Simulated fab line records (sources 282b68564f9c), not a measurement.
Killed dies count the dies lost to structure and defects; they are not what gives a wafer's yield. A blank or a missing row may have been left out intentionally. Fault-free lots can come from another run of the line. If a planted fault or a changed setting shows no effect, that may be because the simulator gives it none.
Problem report, 8D (eight disciplines) form, completed by code :: flow rit_cmos :: the parts of the form that need people (team, actions taken, sign-off) are left out

## 1. THE ISSUE
Across 6 wafers from 2 lots, FOX1_OXIDE_THK at RIT_FOX1_THK_MEAS_01 averages 433 nm, while fault-free wafers read 345 nm with a standard deviation of 6. Measured from the usual mean, that is +15 standard deviations.
Earliest sighting: wafer L295.2 on film_metro-01 at day 2 20:06. Wafers with a number at this step in the record: 42, from 14 lots. Rule for "out", or "out of limits": more than 4 standard deviations from the usual mean. Any other wafer with a number is counted as sound.

## 2. WHAT IT IS, AND WHAT IT ISN'T
question: which readings at this step
is: FOX1_OXIDE_THK
is not: -

question: which lots
is: L295, L300
is not: L290, L291, L292, L294, L298, L303, L304, L306, L307, L311, L312, L313

question: which wafers of those lots
is: all that have a number
is not: -

question: read on which gauges
is: film_metro-01, film_metro-04
is not: film_metro-03

question: when
is: from day 2 20:06
is not: up to then (12 sound wafers); but 24 sound wafers of L298, L303, L304, L306, L307, L311, L312, L313 came after

## 3. SUSPECTS, AND WHAT RULES EACH OUT
Counting: a tool at a process step up to the reading stays a suspect if it ran every lot that is out and no sound lot after the first of them.
- ruled out: the gauge at RIT_FOX1_THK_MEAS_01. The wafers that are out were read on 2 gauges (film_metro-01, film_metro-04).
- furnace-03 at RIT_FOX1_OXIDATION_00 (target thk 350.7 nm, ox time 1130 s): ruled out as a lasting fault. The sound lots L311, L312 went through it after L295, its earliest lot that is out (day 2 18:47).
Left after counting: nothing in the record.

## 4. THE CAUSE (what the simulator had put in)
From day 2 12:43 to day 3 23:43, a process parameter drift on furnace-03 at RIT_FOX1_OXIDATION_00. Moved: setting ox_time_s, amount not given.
The count ruled it out by mistake, since the rule takes a fault to strike every lot its tool runs from the start of the fault on, and this one did not do so.

## 5. THE CHAIN OF EFFECTS, in route order
Each row: a reading whose mean over the struck wafers that have a number lies more than 3 standard deviations from the usual. Only readings whose record carries a usual standard deviation are examined. hours: median over the lots of the time between each lot's start at the first step of this table that gives one and its start at this step. sigmas: the change, counted in usual standard deviations.
hours: 0
step: RIT_FOX1_THK_MEAS_01
reading: FOX1_OXIDE_THK
usual: 345 nm
on struck wafers: 433
change: +88
sigmas: +15

## 6. WHAT WOULD HAVE CAUGHT IT SOONER
7 hours passed between the start of the fault at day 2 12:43 and the first reading out of limits at a measuring or inspecting step in this record, taken at day 2 20:06.
Of the tool readings at RIT_FOX1_OXIDATION_00 for which the record gives a usual standard deviation, none was out on any struck wafer, so an alarm limit of 4 standard deviations on them would not have fired.
